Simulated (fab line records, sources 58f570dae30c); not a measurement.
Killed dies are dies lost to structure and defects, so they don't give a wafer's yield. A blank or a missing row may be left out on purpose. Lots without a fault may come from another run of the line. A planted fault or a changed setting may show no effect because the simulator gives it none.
Which tool did it? | flow berkeley_cmos170 | 14 lots, 42 wafers sampled, at 4 steps of a route of 331

WHAT THE GAUGES READ, wafer by wafer
UCB170_V2_CD_MEAS_90: target cd 700 nm. Usual: cd_nm 699.6 nm, standard deviation 1.4.
lot  | measured     | on        | cd_nm (nm)        | flag
L142 | day 7 20:08  | cd_sem-01 | 700.3 700.8 699.9 |
L146 | day 8 11:23  | cd_sem-02 | 697.9 698.7 698.5 |
L147 | day 8 12:28  | cd_sem-02 | 700.5 700.7 702.0 |
L145 | day 8 22:46  | cd_sem-01 | 696.7 697.4 697.4 |
L148 | day 8 22:08  | cd_sem-01 | 700.9 699.4 697.9 |
L149 | day 9 01:35  | cd_sem-02 | 701.1 701.6 698.7 |
L150 | day 9 07:39  | cd_sem-01 | 699.2 697.8 701.1 |
L152 | day 9 23:18  | cd_sem-02 | 698.5 698.8 698.7 |
L151 | day 9 23:45  | cd_sem-02 | 701.2 701.1 700.5 |
L154 | day 10 08:23 | cd_sem-02 | 701.1 700.1 701.0 |
L153 | day 10 07:31 | cd_sem-01 | 698.6 699.5 698.2 |
L157 | day 10 18:06 | cd_sem-01 | 700.8 699.3 699.2 |
L163 | day 12 13:04 | cd_sem-02 | 700.2 699.1 699.2 |
L165 | day 12 13:42 | cd_sem-01 | 701.2 699.7 699.1 |

UCB170_M3_CD_MEAS_90: target cd 700 nm. Usual: cd_nm 700.2 nm, standard deviation 2.7.
lot  | measured     | on        | cd_nm (nm)        | flag
L142 | day 7 22:46  | cd_sem-02 | 697.6 701.3 701.7 |
L146 | day 8 14:00  | cd_sem-02 | 700.8 700.6 698.9 |
L147 | day 8 15:10  | cd_sem-02 | 702.8 700.5 704.4 |
L145 | day 9 02:56  | cd_sem-01 | 699.3 707.4 702.2 |
L148 | day 9 02:34  | cd_sem-02 | 696.5 700.9 698.3 |
L149 | day 9 04:34  | cd_sem-02 | 698.7 701.9 699.2 |
L150 | day 9 10:47  | cd_sem-02 | 699.8 698.3 700.8 |
L152 | day 10 03:34 | cd_sem-01 | 698.1 695.8 699.2 |
L151 | day 10 03:55 | cd_sem-02 | 700.7 700.5 696.5 |
L154 | day 10 12:08 | cd_sem-02 | 696.0 698.2 698.9 |
L153 | day 10 10:06 | cd_sem-02 | 699.5 697.9 697.0 |
L157 | day 10 20:43 | cd_sem-02 | 701.5 701.5 702.0 |
L163 | day 12 16:26 | cd_sem-01 | 697.6 698.4 702.4 |
L165 | day 12 16:46 | cd_sem-02 | 701.9 698.9 700.4 |

WHICH TOOL RAN EACH LOT (tool, then ch and the chambers of the sampled wafers, then the start)
lot  | UCB170_CONTACT_ETCH_17             | UCB170_M2_ETCH_17
L142 | rie_diel-04 ch 0,1,3, day 7 05:44  | rie_diel-01 ch 1,2,3, day 7 16:54
L146 | rie_diel-02 ch 0,3, day 7 17:49    | rie_diel-01 ch 1,2, day 8 08:47
L147 | rie_diel-01 ch 0,3, day 7 20:06    | rie_diel-04 ch 0,1,2, day 8 09:08
L145 | rie_diel-04 ch 1,2,3, day 8 04:55  | rie_diel-01 ch 0,2,3, day 8 19:52
L148 | rie_diel-01 ch 1,2,3, day 8 06:00  | rie_diel-04 ch 0,1,2, day 8 19:25
L149 | rie_diel-02 ch 2,3, day 8 06:49    | rie_diel-04 ch 0,2, day 8 20:25
L150 | rie_diel-04 ch 0,1, day 8 16:01    | rie_diel-04 ch 1,2,3, day 9 04:19
L152 | rie_diel-01 ch 0,1,2, day 9 10:08  | rie_diel-04 ch 0,1,3, day 9 20:18
L151 | rie_diel-04 ch 1,3, day 9 10:14    | rie_diel-03 ch 1,2, day 9 20:46
L154 | rie_diel-04 ch 0,1,2, day 9 15:08  | rie_diel-03 ch 0,1,2, day 10 05:04
L153 | rie_diel-04 ch 1,3, day 9 15:25    | rie_diel-04 ch 1,2,3, day 10 04:29
L157 | rie_diel-01 ch 0,2,3, day 10 03:06 | rie_diel-01 ch 0,1, day 10 15:07
L163 | rie_diel-01 ch 0,1, day 11 18:46   | rie_diel-03 ch 0,3, day 12 10:25
L165 | rie_diel-04 ch 1,2, day 12 00:41   | rie_diel-01 ch 0,2,3, day 12 10:53
- UCB170_CONTACT_ETCH_17: etches BARC in N2/H2.
- UCB170_M2_ETCH_17: etches BARC in N2/H2.

WHAT THE TOOLS THEMSELVES READ (means of the sampled wafers that have a number; where no wafer has one, the mark that the record gives instead)
UCB170_CONTACT_ETCH_17. Usual: drypump_motor_current_A 5.87 A, standard deviation 0.29; oes_product_au 0.999 a.u., standard deviation 0.02; throttle_valve_pct 13.28 %, standard deviation 0.15.
lot  | tool        | drypump_motor_current_A (A) | oes_product_au (a.u.) | throttle_valve_pct (%) | flag
L142 | rie_diel-04 | 5.78                        | 1.001                 | 13.30                  |
L146 | rie_diel-02 | 5.91                        | 1.003                 | 13.21                  |
L147 | rie_diel-01 | 5.91                        | 1.033                 | 13.23                  |
L145 | rie_diel-04 | 6.07                        | 0.996                 | 13.37                  |
L148 | rie_diel-01 | 5.67                        | 0.996                 | 13.22                  |
L149 | rie_diel-02 | 5.49                        | 0.983                 | 13.16                  |
L150 | rie_diel-04 | 5.84                        | 1.012                 | 13.18                  |
L152 | rie_diel-01 | 5.83                        | 1.000                 | 13.26                  |
L151 | rie_diel-04 | 5.92                        | 1.014                 | 13.31                  |
L154 | rie_diel-04 | 5.97                        | 0.993                 | 13.24                  |
L153 | rie_diel-04 | 5.87                        | 1.010                 | 13.43                  |
L157 | rie_diel-01 | 5.80                        | 1.014                 | 13.22                  |
L163 | rie_diel-01 | 5.84                        | 0.997                 | 13.23                  |
L165 | rie_diel-04 | 6.09                        | 1.001                 | 13.24                  |

UCB170_M2_ETCH_17. Usual: drypump_motor_current_A 5.8 A, standard deviation 0.31; oes_product_au 1.005 a.u., standard deviation 0.02; throttle_valve_pct 13.30 %, standard deviation 0.19.
lot  | tool        | drypump_motor_current_A (A) | oes_product_au (a.u.) | throttle_valve_pct (%) | flag
L142 | rie_diel-01 | 5.7                         | 1.001                 | 13.24                  |
L146 | rie_diel-01 | 5.7                         | 0.981                 | 13.27                  |
L147 | rie_diel-04 | 6.0                         | 0.998                 | 13.23                  |
L145 | rie_diel-01 | 5.8                         | 1.011                 | 13.24                  |
L148 | rie_diel-04 | 5.9                         | 1.000                 | 13.24                  |
L149 | rie_diel-04 | 6.1                         | 0.976                 | 13.30                  |
L150 | rie_diel-04 | 6.1                         | 1.003                 | 13.36                  |
L152 | rie_diel-04 | 5.8                         | 1.014                 | 13.30                  |
L151 | rie_diel-03 | 6.1                         | 1.014                 | 13.42                  |
L154 | rie_diel-03 | 5.9                         | 1.008                 | 13.47                  |
L153 | rie_diel-04 | 6.1                         | 0.990                 | 13.37                  |
L157 | rie_diel-01 | 6.0                         | 1.013                 | 13.27                  |
L163 | rie_diel-03 | 5.6                         | 1.011                 | 13.52                  |
L165 | rie_diel-01 | 5.8                         | 1.017                 | 13.24                  |

THE ANSWER, worked out from the rows above alone
Rule: a lot is off if the mean of its wafers that have a number lies more than 3 standard deviations from the usual mean. A lot without any number at a reading at which 4 lots or more have one is off too. The other lots that the step has rows for count as sound. The gauges are gone through in route order, then the tools' own readings, and for those a lot's mean is taken as printed above. The first step at which some lot is off is used, and at that step the reading that is off furthest; a lot without a number counts as furthest.
No lot is off at any reading shown: from this, nothing can be told.

WHAT THE SIMULATOR HAD PUT IN
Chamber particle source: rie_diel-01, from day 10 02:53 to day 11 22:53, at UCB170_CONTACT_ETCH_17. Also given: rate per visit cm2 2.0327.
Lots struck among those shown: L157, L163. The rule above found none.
